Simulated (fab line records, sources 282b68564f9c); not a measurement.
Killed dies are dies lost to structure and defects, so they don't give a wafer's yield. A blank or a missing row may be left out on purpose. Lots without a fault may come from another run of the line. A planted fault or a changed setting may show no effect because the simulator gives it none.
A struck lot beside a sound one | flow rit_cmos | 44 steps out of a route of 202
Sound: wafers L886.3, L886.4, L886.5. Struck: wafers L889.1, L889.2, L889.6. The cause comes at the end.
At each step with rows: each side's tool, then ch and its chambers, then its first start. Under that, the readings that differ: sound wafers | struck wafers | difference of the means | sigmas: that difference in standard deviations of wafers without a fault.
alike: readings whose means differ by less than 2 such deviations, and words and numbers that are the same on both sides. not compared: withheld readings, readings that some wafer has no value for, bounds like >300 that may hide the same value, and numbers for which the record gives no deviation and whose values overlap.
The two part at a step that has a row with sigmas, a row that says differs or no value, or rows on one side only. Numbers that don't overlap but have no deviation are shown without sigmas and don't part them. A reading that every wafer of one side lacks parts them only if that side has two wafers or more.

first, 1 step without rows for these wafers: RIT_PRETRO_IMPLANT_08.
RIT_PRETRO_STRIP_09: strips in O2, time 180 s.
  sound on plasma_asher-02 ch 0,1, day 4 05:49; struck on plasma_asher-01 ch 0,1, day 4 18:05
  alike: drypump_motor_current_A, o2_flow_sccm
  not compared: rf_hours_counter_h
RIT_PRETRO_TW_MEAS_10:
  sound on film_metro-04, day 4 05:58; struck on film_metro-04, day 4 18:15
  alike: PRETRO_TW
then, 5 steps without rows for these wafers: RIT_GATE_WET_ETCH_00 (etches SiO2 in BOE, target depth 56 nm, time 60 s); RIT_GATE_CLEAN_01 (cleans in SC1, time 600 s); RIT_GATE_CLEAN_02 (cleans in dHF, time 30 s); RIT_GATE_CLEAN_03 (cleans in SC2, time 600 s); RIT_GATE_CLEAN_04 (cleans in dHF, time 60 s).
RIT_FOX2_THK_MEAS_91:
  sound on film_metro-01, day 4 06:27; struck on film_metro-01, day 4 18:46
  alike: FIELD_OXIDE_LEFT_2_THK
then, 2 steps without rows for these wafers: RIT_GATE_OXIDATION_05 (target thk 3 nm, ox time 270 s); RIT_GATE_ANNEAL_06 (time 600 s).
RIT_GATE_THK_MEAS_07:
  sound on film_metro-04, day 4 09:13; struck on film_metro-01, day 5 01:05
  alike: GATE_OXIDE_THK
RIT_GATE_CVD_08: deposits poly-Si from SiH4, target thk 250 nm, time 2220 s.
  sound on lpcvd-02 ch 1, day 4 09:15; struck on lpcvd-02 ch 1, day 5 01:09
  reading                                  | sound             | struck            | difference | sigmas
  model.poly-Si_of_GATE_CVD_08.thk_nm (nm) | 249.7 248.9 249.2 | 268.3 269.1 268.8 | +19.5      |
RIT_GATE_THK_MEAS_09:
  sound on film_metro-04, day 4 10:53; struck on film_metro-04, day 5 02:46
  reading            | sound             | struck            | difference | sigmas
  GATE_POLY_THK (nm) | 249.7 249.0 249.1 | 268.4 268.9 268.9 | +19.5      | +10
then, 6 steps without rows for these wafers: RIT_GATE_HMDS_10 (prime time 60 s); RIT_GATE_COAT_11 (resist thk 850 nm); RIT_GATE_SOFTBAKE_12 (time 60 s); RIT_GATE_EXPOSE_13 (exposes mask M6, target cd 150 nm); RIT_GATE_PEB_14; RIT_GATE_DEVELOP_15 (develop time 50 s).
RIT_GATE_CD_MEAS_16: target cd 150 nm.
  sound on cd_sem-01, day 4 11:56; struck on cd_sem-02, day 5 03:48
  alike: cd_nm
RIT_GATE_OVL_MEAS_17:
  sound on overlay-01, day 4 12:02; struck on overlay-01, day 5 03:55
  alike: GATE_OVL
then, 1 step without rows for these wafers: RIT_GATE_HARDBAKE_18 (time 60 s).
RIT_GATE_ETCH_19: etches poly-Si in SF6/CHF3/O2, stops on SiO2, time 165 s, target depth 312.5 nm.
  sound on rie_si-01 ch 0,2, day 4 12:23; struck on rie_si-02 ch 1,3, day 5 04:07
  reading                          | sound             | struck            | difference | sigmas
  oes_product_au (a.u.)            | 0.843 0.845 0.843 | 0.866 0.900 0.874 | +0.036     | +3
  model.etch.depth_nm (nm)         | 249.7 248.9 249.2 | 268.3 269.1 268.8 | +19.5      |
  model.GATE.feature_depth_nm (nm) | 249.7 248.9 249.2 | 268.3 269.1 268.8 | +19.5      |
  alike: CHF3_flow_sccm, drypump_motor_current_A, throttle_valve_pct
  not compared: rf_hours_counter_h
RIT_GATE_STRIP_20: strips in O2, time 180 s.
  sound on plasma_asher-04 ch 0,1, day 4 12:33; struck on plasma_asher-01 ch 0,1, day 5 04:13
  alike: drypump_motor_current_A, o2_flow_sccm
  not compared: rf_hours_counter_h
RIT_GATE_CD_MEAS_90: target cd 150 nm.
  sound on cd_sem-01, day 4 12:42; struck on cd_sem-01, day 5 04:23
  alike: cd_nm
then, 4 steps without rows for these wafers: RIT_REOX_CLEAN_00 (cleans in SC1, time 600 s); RIT_REOX_CLEAN_01 (cleans in dHF, time 30 s); RIT_REOX_CLEAN_02 (cleans in SC2, time 600 s); RIT_REOX_OXIDATION_03 (target thk 25.2 nm, ox time 5580 s).
RIT_REOX_THK_MEAS_04:
  sound on film_metro-04, day 4 17:17; struck on film_metro-04, day 5 07:31
  reading             | sound          | struck         | difference | sigmas
  REOX_OXIDE_THK (nm) | 24.3 24.3 24.2 | 25.3 25.4 25.6 | +1.2       | +2
then, 6 steps without rows for these wafers: RIT_NLDD_HMDS_00 (prime time 60 s); RIT_NLDD_COAT_01 (resist thk 1000 nm); RIT_NLDD_SOFTBAKE_02 (time 60 s); RIT_NLDD_EXPOSE_03 (exposes mask M7, target cd 40700 nm); RIT_NLDD_PEB_04; RIT_NLDD_DEVELOP_05 (develop time 50 s).
RIT_NLDD_OVL_MEAS_06:
  sound on overlay-02, day 4 18:13; struck on overlay-02, day 5 08:33
  alike: NLDD_OVL
then, 2 steps without rows for these wafers: RIT_NLDD_HARDBAKE_07 (time 60 s); RIT_NLDD_IMPLANT_08.
RIT_NLDD_STRIP_09: strips in O2, time 180 s.
  sound on plasma_asher-02 ch 0,1, day 4 18:35; struck on plasma_asher-03 ch 0,1, day 5 08:53
  alike: drypump_motor_current_A, o2_flow_sccm
  not compared: rf_hours_counter_h
RIT_NLDD_TW_MEAS_10:
  sound on film_metro-02, day 4 18:44; struck on film_metro-02, day 5 09:04
  alike: NLDD_TW
RIT_SDANNEAL_CLEAN_02: cleans in SC2, time 600 s.
  sound on wet_bench-04 ch 2, day 5 01:58; struck on wet_bench-02 ch 0, day 5 16:11
  reading                                  | sound             | struck          | difference | sigmas
  model.poly-Si_of_GATE_CVD_08.thk_nm (nm) | 163.5 161.1 164.1 | 182 183.3 181.9 | +20        |
RIT_M1_PROBE_99:
  sound on prober-01, day 5 09:53; struck on prober-02, day 5 23:41
  reading                                          | sound               | struck               | difference | sigmas
  model.etest.nmos_turned.drive_ua_um              | 356 355.1 359       | 289.8 281.3 280.5    | -72.8      |
  model.etest.poly_comb_over_steps.leak_log10_a_um | -12.7 -12.93 -12.79 | -11.84 -11.39 -11.76 | +1.14      |
  model.etest.nmos_0p15.tox_inv_nm (nm)            | 4.473 4.366 4.46    | 4.649 4.675 4.575    | +0.200     |
  alike: killed_at_contacts, killed_at_front_end, killed_dies, killed_open, killed_short

WHERE THEY PART
First at RIT_GATE_THK_MEAS_09; last, within this record, at RIT_REOX_THK_MEAS_04. Later steps at which nothing parts them and some readings are alike: RIT_NLDD_OVL_MEAS_06, RIT_NLDD_STRIP_09, RIT_NLDD_TW_MEAS_10, RIT_M1_PROBE_99.

WHY: what the simulator had put in
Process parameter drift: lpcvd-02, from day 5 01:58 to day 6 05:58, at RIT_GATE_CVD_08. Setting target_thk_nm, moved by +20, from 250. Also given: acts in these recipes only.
